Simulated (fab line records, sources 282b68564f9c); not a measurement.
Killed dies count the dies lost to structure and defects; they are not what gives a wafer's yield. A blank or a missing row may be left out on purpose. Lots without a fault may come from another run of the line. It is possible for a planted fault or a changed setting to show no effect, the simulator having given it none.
Split-lot trial + flow ritCmos + 23 wafers read from 5 lots, route of 202 steps

SPLIT DETAILS
At RIT_REOX_OXIDATION_03 (target thk 25.2 nm, ox time 5580 s), the setting tempC was moved away from the recipe's 900 C on 20 of the 23 wafers read, by -2.4% to +3.0%. This setting was run at the recipe's value on the other wafers.

The file shows no step between the split and the reading.

THE READING
Values of REOX_OXIDE_THK in nm from RIT_REOX_THK_MEAS_04. A value of 25.0 nm with a standard deviation of 0.4 nm is what fault-free wafers of this fab line usually give.

| wafer  | tool, chamber at the split | tempC as run, C | against the recipe | REOX_OXIDE_THK, nm | against lot-mates on the recipe |
|--------|----------------------------|-----------------|--------------------|--------------------|---------------------------------|
| L075.2 | -, -                       | 922.9           | +2.5%              | 31.7               | no lot-mate on the recipe       |
| L075.3 | -, -                       | 922.9           | +2.5%              | 31.8               | no lot-mate on the recipe       |
| L075.4 | -, -                       | 922.9           | +2.5%              | 31.8               | no lot-mate on the recipe       |
| L075.5 | -, -                       | 922.9           | +2.5%              | 32.3               | no lot-mate on the recipe       |
| L075.6 | -, -                       | 922.9           | +2.5%              | 31.6               | no lot-mate on the recipe       |
| L078.1 | -, -                       | 926.6           | +3.0%              | 32.9               | no lot-mate on the recipe       |
| L078.2 | -, -                       | 926.6           | +3.0%              | 32.8               | no lot-mate on the recipe       |
| L078.3 | -, -                       | 926.6           | +3.0%              | 33.2               | no lot-mate on the recipe       |
| L078.5 | -, -                       | 926.6           | +3.0%              | 33.1               | no lot-mate on the recipe       |
| L078.6 | -, -                       | 926.6           | +3.0%              | 33.4               | no lot-mate on the recipe       |
| L079.1 | -, -                       | 892.1           | -0.9%              | 22.8               | no lot-mate on the recipe       |
| L079.2 | -, -                       | 892.1           | -0.9%              | 22.8               | no lot-mate on the recipe       |
| L079.3 | -, -                       | 892.1           | -0.9%              | 22.5               | no lot-mate on the recipe       |
| L079.4 | -, -                       | 892.1           | -0.9%              | 23.2               | no lot-mate on the recipe       |
| L079.6 | -, -                       | 892.1           | -0.9%              | 22.3               | no lot-mate on the recipe       |
| L082.1 | furnace-03, 0              | 900             | recipe             | 24.6               | -                               |
| L082.2 | furnace-03, 0              | 900             | recipe             | 24.0               | -                               |
| L082.3 | furnace-03, 0              | 900             | recipe             | 24.1               | -                               |
| L084.1 | -, -                       | 878.6           | -2.4%              | 20.3               | no lot-mate on the recipe       |
| L084.2 | -, -                       | 878.6           | -2.4%              | 20.7               | no lot-mate on the recipe       |
| L084.3 | -, -                       | 878.6           | -2.4%              | 20.3               | no lot-mate on the recipe       |
| L084.4 | -, -                       | 878.6           | -2.4%              | 20.6               | no lot-mate on the recipe       |
| L084.6 | -, -                       | 878.6           | -2.4%              | 20.4               | no lot-mate on the recipe       |

FIT RESULTS
A straight line over all 23 wafers: REOX_OXIDE_THK changes by +2.45 nm for each +1% of tempC; r = +0.99; the points scatter about the line by 0.75 nm.
Too few moved wafers with a lot-mate on the recipe to fit a line net of each lot's own level.

THE WHOLE CHAIN: every reading that the file lists as answering this split, in the file's order
| step                  | what it does                       | reading                                                                          | change (the file's fit)              | r (the file's) |
|-----------------------|------------------------------------|----------------------------------------------------------------------------------|--------------------------------------|----------------|
| RIT_REOX_OXIDATION_03 | target thk 25.2 nm, ox time 5580 s | SiO2_of_REOX_OXIDATION_03.thkNm (the simulator's own value, which no gauge read) | +2.45 nm for each +1% of the setting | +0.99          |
| RIT_REOX_THK_MEAS_04  |                                    | REOX_OXIDE_THK                                                                   | +2.46 for each +1% of the setting    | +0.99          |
| RIT_M1_PROBE_99       |                                    | etest.pmos_0p15.rOnOhmUm (the simulator's own value, which no gauge read)        | +287 for each +1% of the setting     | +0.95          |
| RIT_M1_PROBE_99       |                                    | etest.nmos_0p15.rOnOhmUm (the simulator's own value, which no gauge read)        | +79.9 for each +1% of the setting    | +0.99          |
| RIT_M1_PROBE_99       |                                    | etest.nmos_0p3.rOnOhmUm (the simulator's own value, which no gauge read)         | +70.9 for each +1% of the setting    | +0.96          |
| RIT_M1_PROBE_99       |                                    | etest.nldd.rsOhmSq (the simulator's own value, which no gauge read)              | +61.8 for each +1% of the setting    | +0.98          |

THE FILE'S OWN FIT
REOX_OXIDE_THK changes by +2.46 nm for each +1% of tempC, r = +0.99.
